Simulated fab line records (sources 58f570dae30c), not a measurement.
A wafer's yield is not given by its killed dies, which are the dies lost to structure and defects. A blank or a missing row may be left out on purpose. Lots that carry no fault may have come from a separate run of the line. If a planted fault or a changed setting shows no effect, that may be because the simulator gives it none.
fab line records	flow berkeley-cmos170
record: lots: 14	wafers: 42	last-day: 12
route steps=331 shown PLDD@151 NSD@195 SILICIDE@214 CONTACT@232
lots that met no fault: taken from a fault-free run of the same line
start-h: hours from the record's opening day to when the first of the lot's shown wafers began	wait-h: hours elapsed since this lot's preceding step	" same as the row above	L1.1+2: one row covering several wafers at once	- no value present, or no start provided	* or withheld: withheld	< > ~ a bound
route shown NAME@n: names a module that has steps shown in the file, with the first one's number in the route	usual: the fault-free wafers' mean and standard deviation	same: alike in all rows	chamber/n: place in a boat	sites: the reading at each site	_std_site: how widely they spread, as a standard deviation	_edge_site: outer sites' mean less inner sites'	radius-mm: for every site, how far away it sits from the centre of the wafer	mask NAME#n: copy n	behind: the tool/chamber that last shaped the wafer	hold: why the lot was held/for how many hours/how that ended	device: whichever transistor did not switch (one of n, p or np)	end of line: the same wafers' tests at the end of the route	for a step that has no rows: nothing shown but its recipe	killed: the dies lost at the first sort to structure and to defects; this is not the yield of the wafer	map: shows each die of a wafer: x if killed, . if not, _ if none is there
set.NAME: setting as actually run; set.NAME@STEP: the setting as run at that earlier step	model.NAME: the simulator's own value behind a step, which no gauge read
steps of the route over a sample of lots; a table a step, a row a wafer
services: the hour from which a tool's chamber was out of use, counted from the record's first day as start-h (under 0 if before that day), plus the number of hours and why
== steps ==
step: UCB170_PLDD_CD_MEAS_06
recipe: target-cd-nm: 1200
usual: cd-nm: 1200.3/1.4
lot.wafer	tool	chamber	start-h	wait-h	cd-nm
L607.1	cd-sem-01	-	131.76	-	1199.8
L607.5	"	-	"	"	1201.0
L607.6	"	-	"	"	1200.2
L611.1	cd-sem-01	-	144.43	-	1201.9
L611.3	"	-	"	"	1201.6
L611.6	"	-	"	"	1201.7
L608.2	cd-sem-01	-	144.70	-	1200.6
L608.4	"	-	"	"	1199.9
L608.5	"	-	"	"	1200.9
L610.2	cd-sem-01	-	144.98	-	1200.5
L610.3	"	-	"	"	1200.5
L610.4	"	-	"	"	1200.6
L609.1	cd-sem-02	-	145.06	-	1201.6
L609.2	"	-	"	"	1201.7
L609.6	"	-	"	"	1202.8
L613.2	cd-sem-02	-	154.36	-	1200.6
L613.3	"	-	"	"	1201.0
L613.4	"	-	"	"	1201.2
L616.1	cd-sem-02	-	168.38	-	1199.2
L616.2	"	-	"	"	1201.4
L616.5	"	-	"	"	1200.4
L619.1	cd-sem-01	-	189.30	-	1204.2
L619.5	"	-	"	"	1204.5
L619.6	"	-	"	"	1202.3
L620.1	cd-sem-01	-	190.03	-	1198.8
L620.2	"	-	"	"	1199.6
L620.5	"	-	"	"	1199.0
L621.2	cd-sem-01	-	194.70	-	1199.5
L621.5	"	-	"	"	1199.7
L621.6	"	-	"	"	1199.5
L625.1	cd-sem-02	-	220.65	-	1197.8
L625.2	"	-	"	"	1198.0
L625.5	"	-	"	"	1198.6
L628.1	cd-sem-02	-	235.24	-	1199.9
L628.5	"	-	"	"	1200.4
L628.6	"	-	"	"	1201.2
L629.1	cd-sem-01	-	235.48	-	1201.6
L629.2	"	-	"	"	1201.5
L629.3	"	-	"	"	1201.7
L630.1	cd-sem-02	-	243.23	-	1200.5
L630.2	"	-	"	"	1200.9
L630.4	"	-	"	"	1198.9
step: UCB170_NSD_IMPLANT_08
recipe: species: P	dose-cm2: 3e+15	energy-kev: 40	tilt-deg: 7
usual: dose-ions-cm2: 3e+15/3.5e+12	faraday-current-uA: 9245/180
lot.wafer	tool	chamber	start-h	wait-h	dose-ions-cm2	faraday-current-uA
L607.1	implanter-02	0	147.54	0.0	2.996e+15	9559
L607.5	"	0	"	"	2.996e+15	9548
L607.6	"	0	"	"	2.995e+15	9397
L608.2	implanter-02	0	155.04	0.0	3.001e+15	9544
L608.4	"	0	"	"	3.003e+15	9372
L608.5	"	0	"	"	2.998e+15	9349
L610.2	implanter-04	0	155.12	0.0	2.991e+15	8921
L610.3	"	0	"	"	3.002e+15	9070
L610.4	"	0	"	"	3e+15	9263
L611.1	implanter-02	0	155.60	0.0	3.007e+15	8997
L611.3	"	0	"	"	3.003e+15	9122
L611.6	"	0	"	"	2.999e+15	9244
L609.1	implanter-03	0	155.65	0.0	2.999e+15	9443
L609.2	"	0	"	"	3.001e+15	9230
L609.6	"	0	"	"	3.001e+15	9382
L613.2	implanter-04	0	165.07	0.0	3.001e+15	9140
L613.3	"	0	"	"	2.999e+15	9181
L613.4	"	0	"	"	3.002e+15	9092
L616.1	implanter-04	0	179.54	0.0	3e+15	9085
L616.2	"	0	"	"	3.005e+15	9432
L616.5	"	0	"	"	3.005e+15	9021
L619.1	implanter-03	0	201.14	0.0	2.85e+15	8592
L619.5	"	0	"	"	2.85e+15	8528
L619.6	"	0	"	"	2.85e+15	8823
L620.1	implanter-02	0	201.45	0.0	2.999e+15	9320
L620.2	"	0	"	"	3e+15	9391
L620.5	"	0	"	"	3.004e+15	8826
L621.2	implanter-03	0	204.10	0.0	2.845e+15	8650
L621.5	"	0	"	"	2.847e+15	8760
L621.6	"	0	"	"	2.853e+15	8689
L625.1	implanter-04	0	231.36	0.0	3.004e+15	9128
L625.2	"	0	"	"	3.003e+15	9267
L625.5	"	0	"	"	3.004e+15	9255
L628.1	implanter-04	0	246.61	0.0	2.994e+15	9440
L628.5	"	0	"	"	2.997e+15	9231
L628.6	"	0	"	"	2.992e+15	9286
L629.1	implanter-04	0	247.33	0.0	3.001e+15	9186
L629.2	"	0	"	"	3e+15	9032
L629.3	"	0	"	"	2.997e+15	9273
L630.1	implanter-04	0	255.62	0.0	2.999e+15	9220
L630.2	"	0	"	"	3.001e+15	9272
L630.4	"	0	"	"	3.002e+15	9168
step: UCB170_NSD_STRIP_09
recipe: chemistry: O2	power-w: 400	pressure-mtorr: 3500	platen-temp-c: withheld	o2-flow-sccm: 400	overash-fraction: 0.5
usual: drypump-motor-current-A: 5.5/0.42	oes-product-au: 0.534/0.0047	strip-time-to-endpoint-s: 35.84/0.075
lot.wafer	tool	chamber	start-h	wait-h	drypump-motor-current-A	oes-product-au	rf-hours-counter-h	strip-time-to-endpoint-s
L607.1	plasma-asher-04	1	147.69	0.1	6.4	0.538	37	35.95
L607.5	"	1	"	"	6.4	0.533	-	35.90
L607.6	"	0	"	"	5.3	0.531	-	35.88
L608.2	plasma-asher-04	0	155.17	0.1	5.3	0.533	38	35.78
L608.4	"	1	"	"	6.3	0.542	-	35.76
L608.5	"	1	"	"	6.3	0.536	-	35.79
L610.2	plasma-asher-01	0	155.25	0.1	5.2	0.538	4	35.79
L610.3	"	1	"	"	5.4	0.542	-	35.80
L610.4	"	0	"	"	5.2	0.538	-	35.80
L611.1	plasma-asher-03	1	155.75	0.1	4.9	0.542	43	35.65
L611.3	"	1	"	"	4.9	0.530	-	35.75
L611.6	"	1	"	"	4.9	0.538	-	35.71
L609.1	plasma-asher-01	1	155.80	0.1	5.4	0.531	4	35.81
L609.2	"	0	"	"	5.2	0.534	4	35.88
L609.6	"	0	"	"	5.2	0.531	-	35.87
L613.2	plasma-asher-03	0	165.20	0.1	5.6	0.533	44	35.77
L613.3	"	1	"	"	4.9	0.543	-	35.82
L613.4	"	0	"	"	5.6	0.534	-	35.82
L616.1	plasma-asher-01	1	179.69	0.1	5.4	0.538	6	35.88
L616.2	"	0	"	"	5.2	0.543	6	35.84
L616.5	"	0	"	"	5.2	0.534	-	35.88
L619.1	plasma-asher-03	1	201.29	0.1	4.9	0.538	48	35.26
L619.5	"	1	"	"	4.9	0.538	-	35.31
L619.6	"	0	"	"	5.7	0.539	-	35.39
L620.1	plasma-asher-01	1	201.60	0.1	5.4	0.533	9	35.79
L620.2	"	0	"	"	5.2	0.533	9	35.72
L620.5	"	0	"	"	5.2	0.534	-	35.69
L621.2	plasma-asher-04	1	204.23	0.1	6.4	0.541	44	35.38
L621.5	"	1	"	"	6.4	0.545	-	35.32
L621.6	"	0	"	"	5.3	0.542	-	35.33
L625.1	plasma-asher-01	0	231.51	0.1	5.2	0.529	12	35.71
L625.2	"	1	"	"	5.4	0.536	12	35.89
L625.5	"	0	"	"	5.3	0.539	-	35.73
L628.1	plasma-asher-03	0	246.76	0.1	5.7	0.530	52	35.88
L628.5	"	0	"	"	5.7	0.532	-	35.92
L628.6	"	1	"	"	4.9	0.527	-	35.90
L629.1	plasma-asher-03	0	247.48	0.1	5.6	0.537	52	35.83
L629.2	"	1	"	"	4.9	0.522	52	35.89
L629.3	"	0	"	"	5.7	0.533	-	35.84
L630.1	plasma-asher-03	1	255.77	0.1	4.9	0.540	53	35.75
L630.2	"	0	"	"	5.7	0.537	53	35.84
L630.4	"	1	"	"	4.9	0.533	-	35.81
step: UCB170_SDANNEAL_RS_MEAS_03
recipe: thk-meas-gauge: four-point-probe
usual: NSD_RS: 37.27/0.088
lot.wafer	tool	chamber	start-h	wait-h	NSD_RS[ohm/sq]
L607.1	film-metro-03	-	149.14	0.1	37.15
L607.5	"	-	"	"	37.12
L607.6	"	-	"	"	37.27
L608.2	film-metro-01	-	156.90	0.1	37.26
L608.4	"	-	"	"	37.36
L608.5	"	-	"	"	37.26
L610.2	film-metro-04	-	156.93	0.1	37.28
L610.3	"	-	"	"	37.31
L610.4	"	-	"	"	37.38
L611.1	film-metro-03	-	157.33	0.1	37.27
L611.3	"	-	"	"	37.28
L611.6	"	-	"	"	37.19
L609.1	film-metro-01	-	157.68	0.1	37.25
L609.2	"	-	"	"	37.15
L609.6	"	-	"	"	37.18
L613.2	film-metro-04	-	167.31	0.1	37.48
L613.3	"	-	"	"	37.40
L613.4	"	-	"	"	37.41
L616.1	film-metro-03	-	181.57	0.1	37.30
L616.2	"	-	"	"	37.34
L616.5	"	-	"	"	37.22
L619.1	film-metro-01	-	202.72	0.1	38.31
L619.5	"	-	"	"	38.29
L619.6	"	-	"	"	38.29
L620.1	film-metro-04	-	203.04	0.1	37.34
L620.2	"	-	"	"	37.38
L620.5	"	-	"	"	37.41
L621.2	film-metro-04	-	205.90	0.1	38.18
L621.5	"	-	"	"	38.23
L621.6	"	-	"	"	38.20
L625.1	film-metro-03	-	232.82	0.1	37.20
L625.2	"	-	"	"	37.19
L625.5	"	-	"	"	37.24
L628.1	film-metro-01	-	249.94	0.1	37.13
L628.5	"	-	"	"	37.11
L628.6	"	-	"	"	37.20
L629.1	film-metro-03	-	249.94	0.1	37.13
L629.2	"	-	"	"	37.27
L629.3	"	-	"	"	37.22
L630.1	film-metro-04	-	257.07	0.1	37.45
L630.2	"	-	"	"	37.36
L630.4	"	-	"	"	37.33
step: UCB170_SILICIDE_RTA_04
recipe: temp-c: 650	time-s: 15.71	ambient: N2
usual: lamp-power-pct: 9.6/1.1	wafer_temp_C_max: 652.7/0.69
lot.wafer	tool	chamber	start-h	wait-h	lamp-power-pct	wafer_temp_C_max
L607.1	rtp-anneal-01	0	149.79	0.1	8.7	653.2
L607.5	"	0	"	"	8.7	652.1
L607.6	"	0	"	"	8.7	652.7
L608.2	rtp-anneal-01	0	157.53	0.1	8.8	653.7
L608.4	"	0	"	"	8.7	652.8
L608.5	"	0	"	"	8.7	652.5
L610.2	rtp-anneal-02	0	157.56	0.1	10.9	651.6
L610.3	"	0	"	"	10.9	652.3
L610.4	"	0	"	"	10.9	651.9
L611.1	rtp-anneal-01	0	157.97	0.1	8.7	653.8
L611.3	"	0	"	"	8.7	653.9
L611.6	"	0	"	"	8.7	653.1
L609.1	rtp-anneal-02	0	158.32	0.1	10.9	652.3
L609.2	"	0	"	"	10.9	652.5
L609.6	"	0	"	"	10.9	652.1
L613.2	rtp-anneal-01	0	167.98	0.1	8.7	653.3
L613.3	"	0	"	"	8.7	653.0
L613.4	"	0	"	"	8.7	653.2
L616.1	rtp-anneal-01	0	182.21	0.1	8.7	653.0
L616.2	"	0	"	"	8.8	652.4
L616.5	"	0	"	"	8.7	652.1
L619.1	rtp-anneal-01	0	203.35	0.1	8.7	652.8
L619.5	"	0	"	"	8.7	652.8
L619.6	"	0	"	"	8.7	653.0
L620.1	rtp-anneal-02	0	203.68	0.1	10.9	651.9
L620.2	"	0	"	"	10.9	652.5
L620.5	"	0	"	"	11.0	652.1
L621.2	rtp-anneal-01	0	206.52	0.1	8.7	654.8
L621.5	"	0	"	"	8.7	652.7
L621.6	"	0	"	"	8.7	652.6
L625.1	rtp-anneal-02	0	233.46	0.1	10.9	653.0
L625.2	"	0	"	"	10.9	652.8
L625.5	"	0	"	"	11.0	651.9
L628.1	rtp-anneal-02	0	250.58	0.1	10.9	652.9
L628.5	"	0	"	"	10.9	652.9
L628.6	"	0	"	"	10.9	652.3
L629.1	rtp-anneal-01	0	250.58	0.1	8.7	652.1
L629.2	"	0	"	"	8.7	653.0
L629.3	"	0	"	"	8.7	652.6
L630.1	rtp-anneal-01	0	257.71	0.1	8.8	652.6
L630.2	"	0	"	"	8.7	652.7
L630.4	"	0	"	"	8.7	653.1
step: UCB170_CONTACT_OVL_MEAS_16
usual: CONTACT_OVL: -1/5.1
lot.wafer	tool	chamber	start-h	wait-h	CONTACT_OVL[nm]
L607.1	overlay-02	-	155.34	0.1	-12
L607.5	"	-	"	"	-14
L607.6	"	-	"	"	-12
L608.2	overlay-02	-	161.43	0.1	11
L608.4	"	-	"	"	0
L608.5	"	-	"	"	3
L610.2	overlay-01	-	162.34	0.1	-3
L610.3	"	-	"	"	-2
L610.4	"	-	"	"	-4
L611.1	overlay-02	-	162.61	0.1	2
L611.3	"	-	"	"	5
L611.6	"	-	"	"	4
L609.1	overlay-01	-	163.57	0.1	2
L609.2	"	-	"	"	0
L609.6	"	-	"	"	-1
L613.2	overlay-02	-	174.50	0.1	-2
L613.3	"	-	"	"	-11
L613.4	"	-	"	"	-5
L616.1	overlay-01	-	186.91	0.1	-2
L616.2	"	-	"	"	-4
L616.5	"	-	"	"	-3
L619.1	overlay-02	-	207.69	0.1	0
L619.5	"	-	"	"	5
L619.6	"	-	"	"	4
L620.1	overlay-02	-	208.24	0.1	1
L620.2	"	-	"	"	-1
L620.5	"	-	"	"	-1
L621.2	overlay-01	-	211.83	0.1	1
L621.5	"	-	"	"	-1
L621.6	"	-	"	"	-3
L625.1	overlay-02	-	238.55	0.1	-1
L625.2	"	-	"	"	3
L625.5	"	-	"	"	4
L629.1	overlay-01	-	255.38	0.1	-2
L629.2	"	-	"	"	0
L629.3	"	-	"	"	3
L628.1	overlay-01	-	255.70	0.1	3
L628.5	"	-	"	"	-2
L628.6	"	-	"	"	1
L630.1	overlay-02	-	262.43	0.1	-3
L630.2	"	-	"	"	-4
L630.4	"	-	"	"	-5
== services ==
tool	chamber	start-h	hours	kind
implanter-02	-	125.26	2.2	repair
implanter-03	-	146.23	2.3	repair
plasma-asher-01	-	163.66	9.1	repair
implanter-03	-	172.35	2.0	repair
implanter-02	-	190.28	2.1	repair
plasma-asher-03	-	199.62	1.3	repair
plasma-asher-01	-	205.54	1.5	repair
plasma-asher-03	-	227.13	12.4	repair
plasma-asher-03	-	232.44	3.0	repair
plasma-asher-01	-	237.56	0.7	repair
== key ==
first-sign: step: UCB170_NSD_IMPLANT_08	reading: dose-ions-cm2	direction: down	sigmas: 43	usual: 3e+15	struck: 2.849e+15
effect: step: UCB170_NSD_IMPLANT_08	reading: faraday-current-uA	direction: down	sigmas: 3.3	usual: 9245	struck: 8674
effect: step: UCB170_NSD_STRIP_09	reading: strip-time-to-endpoint-s	direction: down	sigmas: 6.8	usual: *	struck: *
effect: step: UCB170_SDANNEAL_RS_MEAS_03	reading: NSD_RS	direction: up	sigmas: 11	usual: 37.27	struck: 38.25
met-at UCB170_NSD_IMPLANT_08
struck-lots L619,L621
tester-left-out L619,L621
not-acting-at UCB170_PLDD_CD_MEAS_06,UCB170_SILICIDE_RTA_04,UCB170_CONTACT_OVL_MEAS_16
onset-between 155.65 201.14
fault: kind: process-parameter-drift	tool: implanter-03	chamber: -	onset-h: 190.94	steps: UCB170_NSD_IMPLANT_08	channel: dose-cm2	offset: -1.5e+14	shape: step	end-h: 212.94	acts-in: these-recipes-only	stated: 3e+15
tester-left-out: of these lots the tester's yield and bins aren't shown, on N5 and GAA mostly nor the transistor test; their killed dies are dies lost to structure and defects alone, not to doping, threshold or leakage, so they don't give the yield
